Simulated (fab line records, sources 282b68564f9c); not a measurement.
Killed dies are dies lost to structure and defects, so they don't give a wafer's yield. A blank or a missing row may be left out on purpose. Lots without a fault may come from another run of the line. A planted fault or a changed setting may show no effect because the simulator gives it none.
fab line records | flow rit_cmos
record lots=7 wafers=21 last_day=7
route steps=202 shown GATE@79 FOX2@80
lots that met no fault: from a run of the same line without faults
start_h: hours from the record's first day to the start of the lot's first wafer shown | wait_h: hours since the lot's step before | " the same as in the row above | L1.1+2: a row that stands for several wafers | - no value, or no start given | * or withheld: withheld | < > ~ a bound
route shown NAME@n: a module of which the file shows steps, and the number in the route of the first | usual: mean/standard deviation of fault-free wafers | same: alike in all rows | chamber/n: place in a boat | sites: the reading at each site | _std_site: their standard deviation | _edge_site: outer sites' mean less inner sites' | radius_mm: how far each site lies from the wafer's centre | mask NAME#n: copy n | behind: the tool/chamber that last shaped the wafer | hold: why the lot was held/for how many hours/how that ended | device: the transistor (n, p or np) that didn't switch | end of line: the same wafers' tests at the end of the route | a step without rows: its recipe alone | killed: dies lost to structure and defects at the first sort, not the wafer's yield | map: a wafer's dies, x killed, . not, _ none there
set.NAME: the setting as run; set.NAME@STEP: as run at that earlier step | model.NAME: the simulator's own value behind a step, which no gauge read
lots at some steps of the route; a table a step, a row a wafer
## steps
# step RIT_GATE_CLEAN_04
# recipe chemistry=dHF dilution=50:1 time_s=60 dry=n2_spin
# step RIT_FOX2_THK_MEAS_91
# recipe reads=SiO2_of_FOX2_OXIDATION_00
# usual FIELD_OXIDE_LEFT_2_THK=263/8.2
# columns lot.wafer tool chamber start_h wait_h FIELD_OXIDE_LEFT_2_THK[nm]
L498.2 film_metro-04 - 59.03 0.0 254
L498.3 " - " " 258
L498.5 " - " " 255
L502.2 film_metro-04 - 78.23 0.0 279
L502.3 " - " " 280
L502.4 " - " " 275
L509.2 film_metro-04 - 112.50 0.0 262
L509.3 " - " " 265
L509.4 " - " " 260
L510.2 film_metro-03 - 118.83 0.0 275
L510.3 " - " " 264
L510.4 " - " " 265
L511.1 film_metro-03 - 124.19 0.0 268
L511.3 " - " " 270
L511.5 " - " " 271
L513.1 film_metro-03 - 136.31 0.0 258
L513.2 " - " " 259
L513.6 " - " " 264
L514.1 film_metro-04 - 138.00 0.0 251
L514.5 " - " " 258
L514.6 " - " " 261
# step RIT_GATE_OXIDATION_05
# recipe temp_c=900 ambient=O2 target_thk_a=30 ox_time_s=270
# step RIT_GATE_ANNEAL_06
# recipe temp_c=900 time_s=600 ambient=N2O
# step RIT_GATE_THK_MEAS_07
# recipe reads=SiO2_of_GATE_OXIDATION_05
# usual GATE_OXIDE_THK=3.02/0.06
# columns lot.wafer tool chamber start_h wait_h GATE_OXIDE_THK[nm]
L498.2 film_metro-02 - 60.52 0.0 2.97
L498.3 " - " " 2.98
L498.5 " - " " 2.93
L502.2 film_metro-02 - 81.74 0.0 3.11
L502.3 " - " " 3.02
L502.4 " - " " 3.08
L509.2 film_metro-04 - 115.12 0.0 3.00
L509.3 " - " " 2.99
L509.4 " - " " 2.99
L510.2 film_metro-02 - 120.51 0.0 2.98
L510.3 " - " " 2.93
L510.4 " - " " 2.94
L511.1 film_metro-03 - 127.29 0.0 3.15
L511.3 " - " " 3.05
L511.5 " - " " 3.08
L513.1 film_metro-04 - 140.88 0.0 3.03
L513.2 " - " " 2.98
L513.6 " - " " 3.04
L514.1 film_metro-03 - 140.88 0.0 3.02
L514.5 " - " " 3.00
L514.6 " - " " 2.96
# step RIT_GATE_CVD_08
# recipe material=poly-Si target_thk_nm=250 temp_c=610 precursor=SiH4 time_s=2220 pressure_mtorr=300 sih4_flow_sccm=100
# step RIT_GATE_THK_MEAS_09
# recipe reads=poly-Si_of_GATE_CVD_08
# usual GATE_POLY_THK=250.3/2.4
# columns lot.wafer tool chamber start_h wait_h GATE_POLY_THK[nm]
L498.2 film_metro-03 - 62.19 0.0 252.0
L498.3 " - " " 253.1
L498.5 " - " " 253.1
L502.2 film_metro-03 - 84.22 0.0 249.5
L502.3 " - " " 249.6
L502.4 " - " " 248.4
L509.2 film_metro-03 - 116.80 0.0 249.4
L509.3 " - " " 250.0
L509.4 " - " " 253.1
L510.2 film_metro-03 - 122.19 0.0 249.6
L510.3 " - " " 250.1
L510.4 " - " " 250.5
L511.1 film_metro-03 - 130.57 0.0 251.1
L511.3 " - " " 250.7
L511.5 " - " " 252.5
L513.1 film_metro-03 - 143.37 0.0 249.3
L513.2 " - " " 251.1
L513.6 " - " " 247.6
L514.1 film_metro-02 - 143.37 0.0 249.7
L514.5 " - " " 248.0
L514.6 " - " " 248.7
# step RIT_GATE_HMDS_10
# recipe prime_time_s=60 prime_temp_c=140
# step RIT_GATE_COAT_11
# recipe resist=NOVOLAK spin_rpm=4250 resist_thk_nm=850
# step RIT_GATE_SOFTBAKE_12
# recipe resist=NOVOLAK temp_c=90 time_s=60
# step RIT_GATE_EXPOSE_13
# recipe mask_id=M6 na=0.6 source_shape=conventional sigma_outer=0.6 target_cd_nm=150 dose_mj=380
# step RIT_GATE_PEB_14
# recipe resist=NOVOLAK temp_c=withheld time_s=withheld
# step RIT_GATE_DEVELOP_15
# recipe resist=NOVOLAK develop_time_s=52.32 dev_temp_c=23
# usual chill_plate_temp_C=23.01/0.094 develop_time_s=52.32/0
# columns lot.wafer tool chamber start_h wait_h chill_plate_temp_C develop_time_s
L498.2 litho_track-03 0 63 - 23.09 52.32
L498.3 " 0 " " 22.93 52.32
L498.5 " 0 " " 23.04 52.32
L502.2 litho_track-03 0 85 - 22.94 52.32
L502.3 " 0 " " 23.21 52.32
L502.4 " 0 " " 22.92 52.32
L509.2 litho_track-01 - 117 - - -
L509.3 " - " " - -
L509.4 " - " " - -
L510.2 litho_track-03 - 123 - - -
L510.3 " - " " - -
L510.4 " - " " - -
L511.1 litho_track-02 - 131 - - -
L511.3 " - " " - -
L511.5 " - " " - -
L513.1 litho_track-03 0 144 - 23.01 52.32
L513.2 " 0 " " 23.11 52.32
L513.6 " 0 " " 23.04 52.32
L514.1 litho_track-01 0 144 - 23.07 52.32
L514.5 " 0 " " 23.04 52.32
L514.6 " 0 " " 23.05 52.32
# step RIT_GATE_CD_MEAS_16
# recipe target_cd_nm=150
# usual cd_nm=151.6/2.4
# columns lot.wafer tool chamber start_h wait_h cd_nm
L498.2 cd_sem-02 - 63.17 - 153.7
L498.3 " - " " 156.2
L498.5 " - " " 155.5
L502.2 cd_sem-01 - 85.27 - 149.6
L502.3 " - " " 151.0
L502.4 " - " " 150.9
L509.2 cd_sem-02 - 117.84 - -
L509.3 " - " " -
L509.4 " - " " -
L510.2 cd_sem-02 - 123.28 - -
L510.3 " - " " -
L510.4 " - " " -
L511.1 cd_sem-01 - 131.61 - -
L511.3 " - " " -
L511.5 " - " " -
L513.1 cd_sem-02 - 144.40 - 153.4
L513.2 " - " " 152.6
L513.6 " - " " 154.3
L514.1 cd_sem-01 - 144.64 - 149.8
L514.5 " - " " 151.0
L514.6 " - " " 150.8
## key
first_sign step=RIT_GATE_DEVELOP_15 reading=tool_record direction=missing
effect none on later readings
met_at RIT_GATE_DEVELOP_15
struck_wafers L509.2,L509.3,L509.4,L510.2,L510.3,L510.4,L511.1,L511.3,L511.5
later_rows_left_out L509.2,L509.3,L509.4,L510.2,L510.3,L510.4,L511.1,L511.3,L511.5
sort_left_out L509.2,L509.3,L509.4,L510.2,L510.3,L510.4,L511.1,L511.3,L511.5
tester_left_out L509,L510,L511
onset_between 85 117
fault kind=skipped_step_whole tool=litho_track-01,litho_track-02,litho_track-03 chamber=- onset_h=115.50 steps=RIT_GATE_DEVELOP_15 scope=struck_lots_only
# tester_left_out: of these lots the tester's yield and bins aren't shown, on N5 and GAA mostly nor the transistor test; their killed dies are dies lost to structure and defects alone, not to doping, threshold or leakage, so they don't give the yield
# sort_left_out: the simulated sort isn't trusted on such a fault, so these wafers' sort isn't shown, and their yield isn't known
# later_rows_left_out: the simulator's readings of these wafers behind a module that went badly wrong aren't trusted and aren't shown, but for the sort
